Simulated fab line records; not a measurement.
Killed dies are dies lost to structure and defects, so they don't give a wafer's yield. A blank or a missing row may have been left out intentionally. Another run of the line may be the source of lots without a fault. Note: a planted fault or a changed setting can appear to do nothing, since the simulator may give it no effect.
Problem report, 8D (eight disciplines) form, completed by code | flow berkeley_cmos170 | the parts of the form that need people (team, actions taken, sign-off) are left out

== 1. THE PROBLEM ==
Across 6 wafers from 2 lots, M2_AL_RS at UCB170_M2_RS_MEAS_02 averages 0.0420 ohm/sq, while fault-free wafers read 0.0322 ohm/sq with a standard deviation of 0.00035. Measured from the usual mean, that is +28 standard deviations.
The step: measures by four-point-probe.
First seen on wafer L510.1, day 9 19:10, on film_metro-01. The record holds 39 wafers of 13 lots with a number at this step. By rule, "out" or "out of limits" means more than 4 standard deviations away from the usual mean. The other wafers with a number count as sound.

== 2. WHAT IT IS, WHAT IT ISN'T ==
question                    | is                           | is not
which readings at this step | M2_AL_RS                     | -
which lots                  | L510, L515                   | L504, L505, L506, L512, L514, L517, L519, L523, L524, L525, L527
which wafers of those lots  | all that have a number       | -
read on which gauges        | film_metro-01, film_metro-02 | film_metro-03
when                        | from day 9 19:10             | up to then (9 sound wafers); but 24 sound wafers of L512, L514, L517, L519, L523, L524, L525, L527 came after

== 3. THE SUSPECTS, EACH WITH WHAT RULES IT OUT ==
Counting: a tool at any process step up to the reading remains a suspect when it ran all the lots that are out and ran no sound lot after the first of those.
- ruled out: the gauge at UCB170_M2_RS_MEAS_02. The wafers that are out were read on 2 gauges (film_metro-01, film_metro-02).
- plasma_asher-01 at UCB170_ZERO_STRIP_07 (strips in O2): ruled out as a lasting fault. Following L510 (day 3 05:39), the first lot on it that is out, the sound lots L512, L524, L525, L527 were run on it.
- pvd_sputter-03 at UCB170_M2_SPUTTER_01 (material Al, target thk 900 nm, time 120 s): ruled out as a lasting fault. Following L510 (day 9 19:05), the first lot on it that is out, the sound lots L527 were run on it.
Left after counting: nothing in the record.

== 4. THE CAUSE (what the simulator had put in) ==
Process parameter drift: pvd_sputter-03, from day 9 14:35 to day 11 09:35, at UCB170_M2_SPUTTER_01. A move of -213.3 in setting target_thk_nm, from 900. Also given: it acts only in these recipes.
The count ruled it out by mistake, since the rule takes a fault to strike every lot its tool runs from the start of the fault on, and this one did not do so.

== 5. THE EFFECT CHAIN, in route order ==
Each row: a reading where the mean over the struck wafers with a number is more than 3 standard deviations away from the usual. Scope: only readings with a usual standard deviation given in the record; hours: median across lots of the time from each lot's start at the first step in this table that gives one to its start at this step; sigmas: change in usual standard deviations.
hours | step                    | reading        | usual         | on struck wafers | change  | sigmas
0     | UCB170_M2_RS_MEAS_02    | M2_AL_RS       | 0.0322 ohm/sq | 0.0420           | +0.0098 | +28
0     | UCB170_M2_THK_MEAS_03   | M2_AL_THK      | 870 nm        | 669              | -201    | -21
4     | UCB170_M2_METAL_ETCH_18 | oes_product_au | 0.845 a.u.    | 0.749            | -0.096  | -5.7
Process steps it contains:
- UCB170_M2_METAL_ETCH_18: etches Al in Cl2/BCl3, stops on SiO2, target depth 1170 nm, time 195 s.

== 6. WHAT WOULD HAVE CAUGHT IT SOONER ==
In this record the first reading out of limits at a measuring or inspecting step was taken at day 9 19:10, 5 hours after the fault began at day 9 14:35.
Of the tool readings at UCB170_M2_SPUTTER_01 for which the record gives a usual standard deviation, none was out on any struck wafer, so an alarm limit of 4 standard deviations on them would not have fired.
